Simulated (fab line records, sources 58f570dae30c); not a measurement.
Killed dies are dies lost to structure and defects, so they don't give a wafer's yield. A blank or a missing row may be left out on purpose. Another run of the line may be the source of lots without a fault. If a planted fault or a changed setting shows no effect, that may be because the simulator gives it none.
Which tool was responsible? / flow berkeley-cmos170 / 42 wafers from 14 lots sampled at 3 of the route's 331 steps

## WHAT EACH GAUGE READ, for each wafer
UCB170_CONTACT_CD_MEAS_15 targets a cd of 700 nm.
lot=L543; measured=day 6 22:12; on=cd-sem-02; cd-nm (nm)=699.8 701.7 699.8
lot=L541; measured=day 7 00:23; on=cd-sem-01; cd-nm (nm)=699.4 700.4 699.9
lot=L546; measured=day 7 20:14; on=cd-sem-02; cd-nm (nm)=699.9 701.7 698.9
lot=L547; measured=day 8 03:14; on=cd-sem-02; cd-nm (nm)=698.3 699.1 699.4
lot=L549; measured=day 9 03:19; on=cd-sem-02; cd-nm (nm)=699.8 700.4 699.5
lot=L554; measured=day 9 18:56; on=cd-sem-02; cd-nm (nm)=698.8 699.3 698.9
lot=L555; measured=day 9 23:18; on=cd-sem-02; cd-nm (nm)=698.1 698.9 698.2
lot=L556; measured=day 10 07:57; on=cd-sem-01; cd-nm (nm)=698.8 699.3 699.9
lot=L558; measured=day 11 06:06; on=cd-sem-02; cd-nm (nm)=700.9 699.5 700.5
lot=L559; measured=day 11 05:49; on=cd-sem-02; cd-nm (nm)=701.6 702.2 700.9
lot=L560; measured=day 11 06:36; on=cd-sem-01; cd-nm (nm)=701.4 701.1 700.4
lot=L561; measured=day 11 11:01; on=cd-sem-01; cd-nm (nm)=701.2 700.6 700.9
lot=L563; measured=day 12 05:59; on=cd-sem-01; cd-nm (nm)=697.7 697.0 697.0
lot=L564; measured=day 12 06:23; on=cd-sem-02; cd-nm (nm)=697.0 697.3 697.8

## TOOL THAT RAN EACH LOT (tool first, then ch and the chambers of the sampled wafers, then the start)
lot=L543; UCB170_CONTACT_CVD_01=lpcvd-02 ch 1, day 6 18:29; UCB170_CONTACT_STRIP_06=plasma-asher-02 ch 0,1, day 6 20:48
lot=L541; UCB170_CONTACT_CVD_01=lpcvd-02 ch 1, day 6 20:16; UCB170_CONTACT_STRIP_06=plasma-asher-01 ch 1, day 6 22:33
lot=L546; UCB170_CONTACT_CVD_01=lpcvd-02 ch 1, day 7 16:35; UCB170_CONTACT_STRIP_06=plasma-asher-04 ch 0,1, day 7 18:55
lot=L547; UCB170_CONTACT_CVD_01=lpcvd-02 ch 1, day 7 23:29; UCB170_CONTACT_STRIP_06=plasma-asher-02 ch 0,1, day 8 01:46
lot=L549; UCB170_CONTACT_CVD_01=lpcvd-01 ch 1, day 8 22:35; UCB170_CONTACT_STRIP_06=plasma-asher-02 ch 0,1, day 9 01:47
lot=L554; UCB170_CONTACT_CVD_01=lpcvd-01 ch 1, day 9 15:13; UCB170_CONTACT_STRIP_06=plasma-asher-02 ch 0,1, day 9 17:40
lot=L555; UCB170_CONTACT_CVD_01=lpcvd-01 ch 0, day 9 19:05; UCB170_CONTACT_STRIP_06=plasma-asher-04 ch 0,1, day 9 21:52
lot=L556; UCB170_CONTACT_CVD_01=lpcvd-01 ch 0, day 10 03:56; UCB170_CONTACT_STRIP_06=plasma-asher-02 ch 0,1, day 10 06:14
lot=L558; UCB170_CONTACT_CVD_01=lpcvd-02 ch 0, day 11 01:43; UCB170_CONTACT_STRIP_06=plasma-asher-04 ch 0,1, day 11 04:07
lot=L559; UCB170_CONTACT_CVD_01=lpcvd-02 ch 0, day 11 01:43; UCB170_CONTACT_STRIP_06=plasma-asher-01 ch 1, day 11 04:01
lot=L560; UCB170_CONTACT_CVD_01=lpcvd-02 ch 1, day 11 01:43; UCB170_CONTACT_STRIP_06=plasma-asher-02 ch 0,1, day 11 04:11
lot=L561; UCB170_CONTACT_CVD_01=lpcvd-02 ch 1, day 11 06:57; UCB170_CONTACT_STRIP_06=plasma-asher-04 ch 0,1, day 11 09:37
lot=L563; UCB170_CONTACT_CVD_01=lpcvd-02 ch 1, day 12 01:29; UCB170_CONTACT_STRIP_06=plasma-asher-01 ch 0,1, day 12 03:47
lot=L564; UCB170_CONTACT_CVD_01=lpcvd-02 ch 0, day 12 01:29; UCB170_CONTACT_STRIP_06=plasma-asher-04 ch 0,1, day 12 04:10
- UCB170_CONTACT_CVD_01: deposits PSG from SiH4/O2/PH3, target thk 700 nm, time 2820 s.
- UCB170_CONTACT_STRIP_06: strips in O2.

## AS READ BY THE TOOLS THEMSELVES (means over the sampled wafers that have a number; for cases with no such wafer, the mark the record gives instead)
UCB170_CONTACT_CVD_01.
lot=L543; tool=lpcvd-02; ph3-flow-sccm (sccm)=25.05; pressure-mtorr (mTorr)=298.4
lot=L541; tool=lpcvd-02; ph3-flow-sccm (sccm)=25.06; pressure-mtorr (mTorr)=300.0
lot=L546; tool=lpcvd-02; ph3-flow-sccm (sccm)=30.01; pressure-mtorr (mTorr)=300.5
lot=L547; tool=lpcvd-02; ph3-flow-sccm (sccm)=29.98; pressure-mtorr (mTorr)=300.4
lot=L549; tool=lpcvd-01; ph3-flow-sccm (sccm)=25.10; pressure-mtorr (mTorr)=300.3
lot=L554; tool=lpcvd-01; ph3-flow-sccm (sccm)=25.03; pressure-mtorr (mTorr)=300.1
lot=L555; tool=lpcvd-01; ph3-flow-sccm (sccm)=25.00; pressure-mtorr (mTorr)=300.2
lot=L556; tool=lpcvd-01; ph3-flow-sccm (sccm)=25.07; pressure-mtorr (mTorr)=300.2
lot=L558; tool=lpcvd-02; ph3-flow-sccm (sccm)=25.00; pressure-mtorr (mTorr)=299.8
lot=L559; tool=lpcvd-02; ph3-flow-sccm (sccm)=25.07; pressure-mtorr (mTorr)=300.8
lot=L560; tool=lpcvd-02; ph3-flow-sccm (sccm)=25.05; pressure-mtorr (mTorr)=300.0
lot=L561; tool=lpcvd-02; ph3-flow-sccm (sccm)=24.98; pressure-mtorr (mTorr)=300.2
lot=L563; tool=lpcvd-02; ph3-flow-sccm (sccm)=24.93; pressure-mtorr (mTorr)=300.1
lot=L564; tool=lpcvd-02; ph3-flow-sccm (sccm)=24.98; pressure-mtorr (mTorr)=299.6

UCB170_CONTACT_STRIP_06.
lot=L543; tool=plasma-asher-02; drypump-motor-current-A (A)=6.0; oes-product-au (a.u.)=0.732; strip-time-to-endpoint-s (s)=21.95
lot=L541; tool=plasma-asher-01; drypump-motor-current-A (A)=5.5; oes-product-au (a.u.)=0.737; strip-time-to-endpoint-s (s)=21.92
lot=L546; tool=plasma-asher-04; drypump-motor-current-A (A)=5.6; oes-product-au (a.u.)=0.733; strip-time-to-endpoint-s (s)=21.86
lot=L547; tool=plasma-asher-02; drypump-motor-current-A (A)=6.0; oes-product-au (a.u.)=0.737; strip-time-to-endpoint-s (s)=22.02
lot=L549; tool=plasma-asher-02; drypump-motor-current-A (A)=6.3; oes-product-au (a.u.)=0.733; strip-time-to-endpoint-s (s)=21.99
lot=L554; tool=plasma-asher-02; drypump-motor-current-A (A)=6.3; oes-product-au (a.u.)=0.734; strip-time-to-endpoint-s (s)=22.00
lot=L555; tool=plasma-asher-04; drypump-motor-current-A (A)=5.1; oes-product-au (a.u.)=0.728; strip-time-to-endpoint-s (s)=21.99
lot=L556; tool=plasma-asher-02; drypump-motor-current-A (A)=6.2; oes-product-au (a.u.)=0.734; strip-time-to-endpoint-s (s)=21.99
lot=L558; tool=plasma-asher-04; drypump-motor-current-A (A)=5.1; oes-product-au (a.u.)=0.732; strip-time-to-endpoint-s (s)=22.02
lot=L559; tool=plasma-asher-01; drypump-motor-current-A (A)=5.5; oes-product-au (a.u.)=0.736; strip-time-to-endpoint-s (s)=21.97
lot=L560; tool=plasma-asher-02; drypump-motor-current-A (A)=6.0; oes-product-au (a.u.)=0.733; strip-time-to-endpoint-s (s)=22.00
lot=L561; tool=plasma-asher-04; drypump-motor-current-A (A)=5.6; oes-product-au (a.u.)=0.733; strip-time-to-endpoint-s (s)=21.91
lot=L563; tool=plasma-asher-01; drypump-motor-current-A (A)=5.4; oes-product-au (a.u.)=0.738; strip-time-to-endpoint-s (s)=21.99
lot=L564; tool=plasma-asher-04; drypump-motor-current-A (A)=5.6; oes-product-au (a.u.)=0.738; strip-time-to-endpoint-s (s)=22.04

## THE ANSWER, worked out from the rows above alone
Rule: what is usual is taken from the lots themselves. Put in order of their means at a reading, lots are off if they are a third of the lots or fewer, leave a main group of 4 or more, and stand apart from it by a gap of 3 or more times the standard deviation of the main group's means; of several such gaps the widest counts. The tables above print the reading to a certain number of digits; a main group whose means all agree to those digits is not used. A lot without any number at a reading at which 4 lots or more have one is off too. Where the step has rows for the other lots, those lots are counted as sound. The gauges are gone through in route order, then the tools' own readings, and for those a lot's mean is taken as printed above. At the first step where some lot is off, the reading lying furthest off is the one used; lots without a number count as furthest.
Off at UCB170_CONTACT_CVD_01 (ph3-flow-sccm): L546, L547. The main group: mean 25.03 sccm, standard deviation 0.047.
A tool fits if, at that step or a process step before it, it ran every lot that is off, and no sound lot after the first of them. Not one of the candidates tried fits.

## WHAT THE SIMULATOR HAD PUT IN
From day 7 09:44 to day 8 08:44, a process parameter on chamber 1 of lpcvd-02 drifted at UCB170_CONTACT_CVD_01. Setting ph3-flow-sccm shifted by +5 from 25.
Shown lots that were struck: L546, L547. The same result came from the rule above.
